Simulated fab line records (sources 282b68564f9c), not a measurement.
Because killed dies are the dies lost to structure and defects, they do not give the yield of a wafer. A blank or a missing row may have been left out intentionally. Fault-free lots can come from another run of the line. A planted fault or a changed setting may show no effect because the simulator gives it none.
Lot-split experiment | flow ritCmos | route with 202 steps; 5 lots, 23 wafers read

== THE SPLIT ==
At RIT_FOX2_OXIDATION_00 (target thk 350.7 nm, ox time 1130 s), the setting oxTimeS was moved away from the recipe's 1130 s on 15 of the 23 wafers read, by -13.3% to -6.1%. The other wafers ran this setting at the recipe's value.

Reading taken at the split's own step.

== THE READING ==
SiO2_of_FOX2_OXIDATION_00.thkNm (the simulator's own value, which no gauge read), in nm, at RIT_FOX2_OXIDATION_00 (target thk 350.7 nm, ox time 1130 s). The file gives no usual value for it. Across the 8 wafers here that went through the recipe, the average is 350.4 nm and the standard deviation 6.7 nm.

wafer  | tool, chamber at the split | oxTimeS as run, s | against the recipe | SiO2_of_FOX2_OXIDATION_00.thkNm, nm | against lot-mates on the recipe
L074.1 | -, -                       | 980.1             | -13.3%             | 326.8                               | no lot-mate on the recipe
L074.2 | -, -                       | 980.1             | -13.3%             | 330.1                               | no lot-mate on the recipe
L074.3 | -, -                       | 980.1             | -13.3%             | 330.4                               | no lot-mate on the recipe
L074.5 | -, -                       | 980.1             | -13.3%             | 328.3                               | no lot-mate on the recipe
L074.6 | -, -                       | 980.1             | -13.3%             | 324.5                               | no lot-mate on the recipe
L075.2 | -, -                       | 1061              | -6.1%              | 338.1                               | no lot-mate on the recipe
L075.3 | -, -                       | 1061              | -6.1%              | 340.2                               | no lot-mate on the recipe
L075.4 | -, -                       | 1061              | -6.1%              | 345.8                               | no lot-mate on the recipe
L075.5 | -, -                       | 1061              | -6.1%              | 343.8                               | no lot-mate on the recipe
L075.6 | -, -                       | 1061              | -6.1%              | 334.4                               | no lot-mate on the recipe
L076.1 | -, -                       | 1004              | -11.2%             | 321                                 | no lot-mate on the recipe
L076.2 | -, -                       | 1004              | -11.2%             | 317.2                               | no lot-mate on the recipe
L076.4 | -, -                       | 1004              | -11.2%             | 324.8                               | no lot-mate on the recipe
L076.5 | -, -                       | 1004              | -11.2%             | 329.7                               | no lot-mate on the recipe
L076.6 | -, -                       | 1004              | -11.2%             | 317.3                               | no lot-mate on the recipe
L078.1 | furnace-04, 0              | 1130              | recipe             | 353.2                               | -
L078.4 | furnace-04, 0              | 1130              | recipe             | 359.9                               | -
L078.5 | furnace-04, 0              | 1130              | recipe             | 358.9                               | -
L084.1 | -, -                       | 1130              | recipe             | 348.6                               | -
L084.2 | -, -                       | 1130              | recipe             | 347.4                               | -
L084.4 | -, -                       | 1130              | recipe             | 337.6                               | -
L084.5 | -, -                       | 1130              | recipe             | 346.7                               | -
L084.6 | -, -                       | 1130              | recipe             | 350.7                               | -

FIT RESULTS
A straight line over all 23 wafers: SiO2_of_FOX2_OXIDATION_00.thkNm changes by +2.01 nm for each +1% of oxTimeS; r = +0.87; the points scatter about the line by 6.5 nm.
Too few moved wafers with a lot-mate on the recipe to fit a line net of each lot's own level.

== FILE'S OWN FIT ==
SiO2_of_FOX2_OXIDATION_00.thkNm changes by +2.01 nm for each +1% of oxTimeS, r = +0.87.
